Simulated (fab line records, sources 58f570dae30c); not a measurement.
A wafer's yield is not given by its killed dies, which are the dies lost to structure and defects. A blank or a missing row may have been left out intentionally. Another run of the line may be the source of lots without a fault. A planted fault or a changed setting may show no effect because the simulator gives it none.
Comparing a struck lot with a sound one / flow berkeley-cmos170 / 15 steps out of a route of 331
Sound: wafers L367.4, L367.5, L367.6. Wafers L388.3, L388.4, L388.6 were the ones struck. Last of all comes the cause.
At each step with rows: each side's tool, then ch and its chambers, then its first start. Under that, the readings that differ: sound wafers / struck wafers / difference of the means / sigmas: that difference in standard deviations of wafers without a fault.
alike: words and numbers the same on both sides, and readings whose means are apart by under 2 such deviations; not compared: readings that were withheld, readings missing a value for some wafer, numbers with overlapping values and no deviation given by the record, and bounds like >300 which may hide the same value.
Wherever a step has rows on one side only, a row that says differs or no value, or a row with sigmas, the two part there. When numbers do not overlap yet have no deviation, they are printed without sigmas and do not part them. A reading that every wafer of one side lacks parts them only if that side has two wafers or more.

UCB170_GATE_ETCH_15: etches poly-Si in HBr/Cl2, stops on SiO2, time 56.3 s, target depth 278.2 nm.
  sound on rie-si-01 ch 0,1, day 5 22:53; struck on rie-si-01 ch 1,2, day 11 06:25
  alike: HBr_flow_sccm, drypump-motor-current-A, oes-product-au, throttle-valve-pct
  not compared: rf-hours-counter-h
UCB170_GATE_STRIP_16: strips in O2.
  sound on plasma-asher-02 ch 0,1, day 5 22:58; struck on plasma-asher-04 ch 0,1, day 11 06:30
  alike: drypump-motor-current-A, oes-product-au
  not compared: rf-hours-counter-h
UCB170_GATE_CD_MEAS_90: target cd 350 nm.
  struck on cd-sem-01, day 11 06:36; sound on cd-sem-02, day 5 23:11
  alike: cd-nm
then, 7 steps without rows for these wafers: UCB170_GATE_CLEAN_17 (cleans in SPM, time 600 s); UCB170_PLDD_HMDS_00 (prime time 60 s); UCB170_PLDD_COAT_01 (resist thk 900 nm); UCB170_PLDD_SOFTBAKE_02 (time 60 s); UCB170_PLDD_EXPOSE_03 (exposes mask PSELECT, target cd 1200 nm); UCB170_PLDD_PEB_04; UCB170_PLDD_DEVELOP_05 (develop time 45 s).
UCB170_PLDD_CD_MEAS_06: target cd 1200 nm.
  struck on cd-sem-01, day 11 07:49; sound on cd-sem-01, day 6 01:12
  alike: cd-nm
UCB170_PLDD_OVL_MEAS_07:
  struck on overlay-01, day 11 07:55; sound on overlay-02, day 6 01:17
  alike: PLDD_OVL
UCB170_PLDD_IMPLANT_08:
  sound on implanter-03 ch 0, day 6 01:22; struck on implanter-03 ch 0, day 11 07:59
reading=beam-energy-keV; sound=10.000 9.997 9.999; struck=9.349 9.347 9.349; difference=-0.650; sigmas=-99 or more
reading=beam-on-s (s); sound=11.0 11.0 10.8; struck=12.2 11.8 11.7; difference=+1.0; sigmas=+2
reading=model.implant.rp-nm (nm); sound=10.12 10.12 10.12; struck=9.576 9.576 9.576; difference=-0.544; sigmas=
reading=model.implant.drp-nm (nm); sound=6.005 6.005 6.005; struck=5.73 5.73 5.73; difference=-0.27; sigmas=
  alike: faraday-current-uA
then, 2 steps without rows for these wafers: UCB170_PLDD_IMPLANT_09; UCB170_M3_PROBE_99.

== WHERE THEY PART ==
UCB170_PLDD_IMPLANT_08 only, going by this record.

WHY: what the simulator had put in
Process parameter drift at UCB170_PLDD_IMPLANT_08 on implanter-03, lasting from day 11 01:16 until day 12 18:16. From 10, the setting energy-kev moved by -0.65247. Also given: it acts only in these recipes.
